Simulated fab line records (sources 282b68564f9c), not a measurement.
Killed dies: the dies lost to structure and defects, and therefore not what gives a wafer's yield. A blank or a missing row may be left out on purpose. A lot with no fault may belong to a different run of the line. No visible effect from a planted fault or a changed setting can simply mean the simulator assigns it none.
One fault through the eyes of 2 desks | flow rit_cmos | every desk sees just its own numbers, and what lay behind them comes last

## TOOL OWNER'S DESK, furnace-03
The tool's own readings at RIT_FOX1_OXIDATION_00 (target thk 350.7 nm, ox time 1130 s): means of the sampled wafers that have a number, for each lot that ran on this tool. Any lot whose mean is over 4 standard deviations away from the usual mean is out of limits and marked OUT; that distance is given in the brackets.
Columns: A = spike_tc_centre_C at RIT_FOX1_OXIDATION_00, usual 1101.8 C; B = spike_tc_load_C at RIT_FOX1_OXIDATION_00, usual 1128 C; C = spike_tc_source_C at RIT_FOX1_OXIDATION_00, usual 1126.4 C; D = tube_center_temp_C at RIT_FOX1_OXIDATION_00, usual 1100 C; E = tube_center_temp_C_max at RIT_FOX1_OXIDATION_00, usual 1102.9; F = zone_power_centre_pct at RIT_FOX1_OXIDATION_00, usual 51 %
lot  | first seen here | A                | B               | C                | D                      | E                | F
L262 | day 3 09:11     | 1102.4           | 1124            | 1127.9           | 1100                   | 1103.0           | 57
L263 | day 3 13:01     | 1102.2           | 1124            | 1128.0           | 1100                   | 1102.8           | 57
L267 | day 4 08:39     | 1077.9 (-18) OUT | 1100 (-5.3) OUT | 1101.8 (-14) OUT | 1075 (-99 or more) OUT | 1077.7 (-57) OUT | 56
L270 | day 4 23:38     | 1077.8 (-18) OUT | 1098 (-5.6) OUT | 1102.7 (-13) OUT | 1075 (-99 or more) OUT | 1078.0 (-57) OUT | 55
Finding of this desk: L267, L270 out of limits; the first was L267 at day 4 08:39, on spike_tc_centre_C at RIT_FOX1_OXIDATION_00. L262, L263: within limits.

## METROLOGY DESK
What the gauges read, lot by lot, whatever tool the lot ran on: means of the sampled wafers that have a number. Any lot whose mean is over 4 standard deviations away from the usual mean is out of limits and marked OUT; that distance is given in the brackets.
Columns: A = FOX1_OXIDE_THK at RIT_FOX1_THK_MEAS_01, usual 354 nm
lot  | first seen here | A
L254 | day 1 18:01     | 361
L255 | day 1 23:23     | 365
L256 | day 2 03:14     | 351
L257 | day 2 08:15     | 359
L258 | day 2 16:09     | 356
L259 | day 2 19:27     | 352
L260 | day 2 23:17     | 361
L262 | day 3 10:30     | 346
L263 | day 3 14:20     | 343
L267 | day 4 09:58     | 303 (-6.5) OUT
L268 | day 4 15:56     | 350
L270 | day 5 00:57     | 320 (-4.4) OUT
L274 | day 5 21:29     | 352
L277 | day 6 12:01     | 365
Per this desk, out of limits: L267, L270; the first was L267, day 4 09:58 (FOX1_OXIDE_THK at RIT_FOX1_THK_MEAS_01). L254, L255, L256, L257, L258, L259, L260, L262, L263, L268, L274, L277: within limits.

## ALL TOGETHER
The tool owner's desk could have raised an alarm at day 4 08:39, on L267, L270.
On L267, L270, the metrology desk was in a position to raise an alarm at day 4 09:58.
On furnace-03, each named lot ran RIT_FOX1_OXIDATION_00.

## WHAT WAS PUT IN BY THE SIMULATOR
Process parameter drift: furnace-03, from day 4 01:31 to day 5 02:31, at RIT_FOX1_OXIDATION_00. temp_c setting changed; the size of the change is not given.
Lots struck among those shown: L267, L270.
Hours from the fault's start to each desk's first reading out of limits: the tool owner's desk, 7; the metrology desk, 8.
